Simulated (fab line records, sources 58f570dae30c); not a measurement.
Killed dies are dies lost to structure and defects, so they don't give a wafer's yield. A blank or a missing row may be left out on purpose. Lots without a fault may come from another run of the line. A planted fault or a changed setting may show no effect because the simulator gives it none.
One fault seen from 2 desks | flow berkeley_cmos170 | each desk has only its own numbers; what lay behind them comes last

THE METROLOGY DESK
What the gauges read, lot by lot, whatever tool the lot ran on: means of the sampled wafers that have a number. A lot is out of limits, marked OUT, if its mean lies more than 4 standard deviations from the usual mean; the brackets give that distance.
Columns: A = SCREENOX_OXIDE_THK at UCB170_SCREENOX_THK_MEAS_02, usual 14.42 nm; B = cd_nm at UCB170_NSD_CD_MEAS_06, usual 1200.0 nm; C = SILICIDE_TI_RS at UCB170_SILICIDE_RS_MEAS_02, usual 26.7 ohm/sq; D = SILICIDE_TI_THK at UCB170_SILICIDE_THK_MEAS_03, usual 29.6 nm
lot  | first seen here | A     | B      | C              | D
L355 | day 4 20:57     | 14.70 | 1198.9 | 26.6           | 29.6
L356 | day 4 20:58     | 14.48 | 1200.4 | 26.4           | 29.7
L360 | day 5 22:55     | 14.59 | 1199.3 | 26.7           | 29.7
L359 | day 5 22:56     | 14.58 | 1200.3 | 26.9           | 29.2
L363 | day 6 13:16     | 14.84 | 1201.0 | 26.6           | 29.5
L365 | day 6 23:34     | 14.54 | 1200.5 | 27.6           | 28.9
L362 | day 6 23:35     | 14.38 | 1199.0 | 27.2           | 28.9
L367 | day 7 10:59     | 14.28 | 1198.0 | 13.5 (-32) OUT | 53.4 (+58) OUT
L371 | day 8 12:23     | 13.85 | 1201.5 | 26.5           | 29.9
L374 | day 9 07:29     | 14.41 | 1198.5 | 26.6           | 29.7
L375 | day 9 07:29     | 14.11 | 1200.0 | 26.6           | 29.4
L378 | day 9 18:53     | 14.36 | 1200.1 | 26.2           | 30.1
L377 | day 9 18:53     | 14.40 | 1202.1 | 26.8           | 29.2
This desk's finding: out of limits on L367; first on L367, day 8 19:05 (SILICIDE_TI_RS at UCB170_SILICIDE_RS_MEAS_02). In limits: L355, L356, L360, L359, L363, L365, L362, L371, L374, L375, L378, L377.

THE TOOL OWNER'S DESK: pvd_sputter-03
The tool's own readings at UCB170_SILICIDE_SPUTTER_01 (material Ti, target thk 30 nm, time 25 s): means of the sampled wafers that have a number, for each lot that ran on this tool. A lot is out of limits, marked OUT, if its mean lies more than 4 standard deviations from the usual mean; the brackets give that distance.
Columns: A = throttle_valve_pct at UCB170_SILICIDE_SPUTTER_01, usual 29.7 %
lot  | first seen here | A
L356 | day 6 10:40     | 29.8
L355 | day 6 11:31     | 30.3
L359 | day 7 13:46     | 29.5
L367 | day 8 18:59     | 29.9
L378 | day 11 12:56    | 29.4
This desk's finding: nothing out of limits on any of the 5 lots.

PUT TOGETHER
The metrology desk could have raised an alarm at day 8 19:05, on L367.
The tool owner's desk saw nothing out of limits.
The tool owner's desk has L367 on record, within its limits.
Of the lots named, all ran UCB170_SILICIDE_SPUTTER_01 on pvd_sputter-03.

WHAT THE SIMULATOR HAD PUT IN
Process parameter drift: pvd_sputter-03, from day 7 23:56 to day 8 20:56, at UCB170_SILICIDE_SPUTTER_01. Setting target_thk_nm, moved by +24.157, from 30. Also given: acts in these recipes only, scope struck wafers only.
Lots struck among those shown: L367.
Hours from the fault's start to each desk's first reading out of limits: the metrology desk, 19.
